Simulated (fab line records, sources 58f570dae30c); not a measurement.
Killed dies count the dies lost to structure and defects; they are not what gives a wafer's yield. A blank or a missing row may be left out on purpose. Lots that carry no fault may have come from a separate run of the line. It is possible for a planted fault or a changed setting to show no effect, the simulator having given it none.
Split-lot experiment :: flow berkeley-cmos170 :: 23 wafers read from 5 lots, route of 331 steps

## THE SPLIT ITSELF
At UCB170_M1_SPUTTER_00 (material Al, target thk 600 nm, time 80 s), the setting power-w was moved away from the recipe's 6000 W on 11 of the 23 wafers read, by -5.2% to +11.3%. The other wafers ran this setting at the recipe's value.

## FROM THE SPLIT TO THE READING: what the file shows between them, 2 steps
- UCB170_M1_RS_MEAS_01: measures by four-point-probe
- UCB170_M1_THK_MEAS_02: measures by xrf

## THE READING
oes-product-au, in a.u., at UCB170_M1_METAL_ETCH_12 (etches Al in Cl2/BCl3, stops on PSG, target depth 780 nm, time 130 s). On this fab line, fault-free wafers typically give 0.862 a.u. with a standard deviation of 0.013 a.u.

wafer: L077.1
tool, chamber at the split: pvd-sputter-03, -
power-w as run, W: 6632
against the recipe: +10.5%
oes-product-au, a.u.: 0.922
against lot-mates on the recipe: +0.069

wafer: L077.2
tool, chamber at the split: pvd-sputter-03, -
power-w as run, W: 6000
against the recipe: recipe
oes-product-au, a.u.: 0.846
against lot-mates on the recipe: -

wafer: L077.4
tool, chamber at the split: pvd-sputter-03, -
power-w as run, W: 6000
against the recipe: recipe
oes-product-au, a.u.: 0.860
against lot-mates on the recipe: -

wafer: L077.5
tool, chamber at the split: pvd-sputter-03, -
power-w as run, W: 6632
against the recipe: +10.5%
oes-product-au, a.u.: 0.916
against lot-mates on the recipe: +0.063

wafer: L077.6
tool, chamber at the split: pvd-sputter-03, -
power-w as run, W: 6632
against the recipe: +10.5%
oes-product-au, a.u.: 0.898
against lot-mates on the recipe: +0.045

wafer: L076.1
tool, chamber at the split: pvd-sputter-02, -
power-w as run, W: 6681
against the recipe: +11.3%
oes-product-au, a.u.: 0.921
against lot-mates on the recipe: +0.057

wafer: L076.2
tool, chamber at the split: pvd-sputter-02, -
power-w as run, W: 6000
against the recipe: recipe
oes-product-au, a.u.: 0.867
against lot-mates on the recipe: -

wafer: L076.3
tool, chamber at the split: pvd-sputter-02, -
power-w as run, W: 6681
against the recipe: +11.3%
oes-product-au, a.u.: 0.915
against lot-mates on the recipe: +0.051

wafer: L076.5
tool, chamber at the split: pvd-sputter-02, -
power-w as run, W: 6000
against the recipe: recipe
oes-product-au, a.u.: 0.861
against lot-mates on the recipe: -

wafer: L076.6
tool, chamber at the split: pvd-sputter-02, -
power-w as run, W: 6000
against the recipe: recipe
oes-product-au, a.u.: 0.863
against lot-mates on the recipe: -

wafer: L078.2
tool, chamber at the split: pvd-sputter-01, -
power-w as run, W: 6280
against the recipe: +4.7%
oes-product-au, a.u.: 0.879
against lot-mates on the recipe: +0.020

wafer: L078.3
tool, chamber at the split: pvd-sputter-01, -
power-w as run, W: 6280
against the recipe: +4.7%
oes-product-au, a.u.: 0.891
against lot-mates on the recipe: +0.032

wafer: L078.4
tool, chamber at the split: pvd-sputter-01, -
power-w as run, W: 6000
against the recipe: recipe
oes-product-au, a.u.: 0.856
against lot-mates on the recipe: -

wafer: L078.5
tool, chamber at the split: pvd-sputter-01, -
power-w as run, W: 6000
against the recipe: recipe
oes-product-au, a.u.: 0.863
against lot-mates on the recipe: -

wafer: L078.6
tool, chamber at the split: pvd-sputter-01, -
power-w as run, W: 6280
against the recipe: +4.7%
oes-product-au, a.u.: 0.877
against lot-mates on the recipe: +0.018

wafer: L081.2
tool, chamber at the split: pvd-sputter-01, -
power-w as run, W: 5686
against the recipe: -5.2%
oes-product-au, a.u.: 0.855
against lot-mates on the recipe: -0.004

wafer: L081.3
tool, chamber at the split: pvd-sputter-01, -
power-w as run, W: 6000
against the recipe: recipe
oes-product-au, a.u.: 0.848
against lot-mates on the recipe: -

wafer: L081.4
tool, chamber at the split: pvd-sputter-01, -
power-w as run, W: 6000
against the recipe: recipe
oes-product-au, a.u.: 0.869
against lot-mates on the recipe: -

wafer: L081.5
tool, chamber at the split: pvd-sputter-01, -
power-w as run, W: 5686
against the recipe: -5.2%
oes-product-au, a.u.: 0.815
against lot-mates on the recipe: -0.044

wafer: L081.6
tool, chamber at the split: pvd-sputter-01, -
power-w as run, W: 5686
against the recipe: -5.2%
oes-product-au, a.u.: 0.839
against lot-mates on the recipe: -0.020

wafer: L084.3
tool, chamber at the split: pvd-sputter-01, -
power-w as run, W: 6000
against the recipe: recipe
oes-product-au, a.u.: 0.867
against lot-mates on the recipe: -

wafer: L084.5
tool, chamber at the split: pvd-sputter-01, -
power-w as run, W: 6000
against the recipe: recipe
oes-product-au, a.u.: 0.857
against lot-mates on the recipe: -

wafer: L084.6
tool, chamber at the split: pvd-sputter-01, -
power-w as run, W: 6000
against the recipe: recipe
oes-product-au, a.u.: 0.873
against lot-mates on the recipe: -

THE FIT
A straight line over all 23 wafers: oes-product-au changes by +0.00487 a.u. for each +1% of power-w; r = +0.94; the points scatter about the line by 0.0097 a.u.
The same after taking each lot's own level away (the mean of its wafers on the recipe; 23 wafers): +0.00503 a.u. for each +1%; r = +0.94; scatter 0.0095 a.u.
Per that fit: largest power-w move, reading shift of 0.057 a.u.
The span of the lots' own levels, 0.8530 to 0.8657 a.u., comes to 1.0 times the standard deviation stated above.
Hence the lot-to-lot level has little effect on the slope; both slopes agree.
Check: with one of the wafers moved furthest among these (+11.3%) left out of the fit, the line predicts +0.0583 a.u. for it against its lot-mates. It came out at +0.0573 a.u. against them.

## OTHER SPLITS APPLIED TO THESE WAFERS
These wafers also went through other splits before the reading. Each is held against what the fit with the lots' levels taken away leaves over:
other split on the same wafers: UCB170_CONTACT_PEB_13 peb-temp-c
wafers away from the commonest value: 7
r with oes-product-au (lot level and that fit taken away): +0.25

## THE WHOLE CHAIN: every reading that the file lists as answering this split, in the file's order
step: UCB170_M1_SPUTTER_00
what it does: material Al, target thk 600 nm, time 80 s
reading: Al_of_M1_SPUTTER_00.thk-nm (the simulator's own value, which no gauge read)
change (the file's fit): +5.88 nm for each +1% of the setting
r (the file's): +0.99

step: UCB170_M1_RS_MEAS_01
what it does: measures by four-point-probe
reading: M1_AL_RS
change (the file's fit): -0.00044 for each +1% of the setting
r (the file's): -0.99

step: UCB170_M1_THK_MEAS_02
what it does: measures by xrf
reading: M1_AL_THK
change (the file's fit): +5.86 for each +1% of the setting
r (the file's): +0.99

step: UCB170_M1_METAL_ETCH_12
what it does: etches Al in Cl2/BCl3, stops on PSG, target depth 780 nm, time 130 s
reading: oes-product-au
change (the file's fit): +0.00504 a.u. for each +1% of the setting
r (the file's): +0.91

## THE FILE'S OWN FIT
oes-product-au changes by +0.00504 a.u. for each +1% of power-w, r = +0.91.
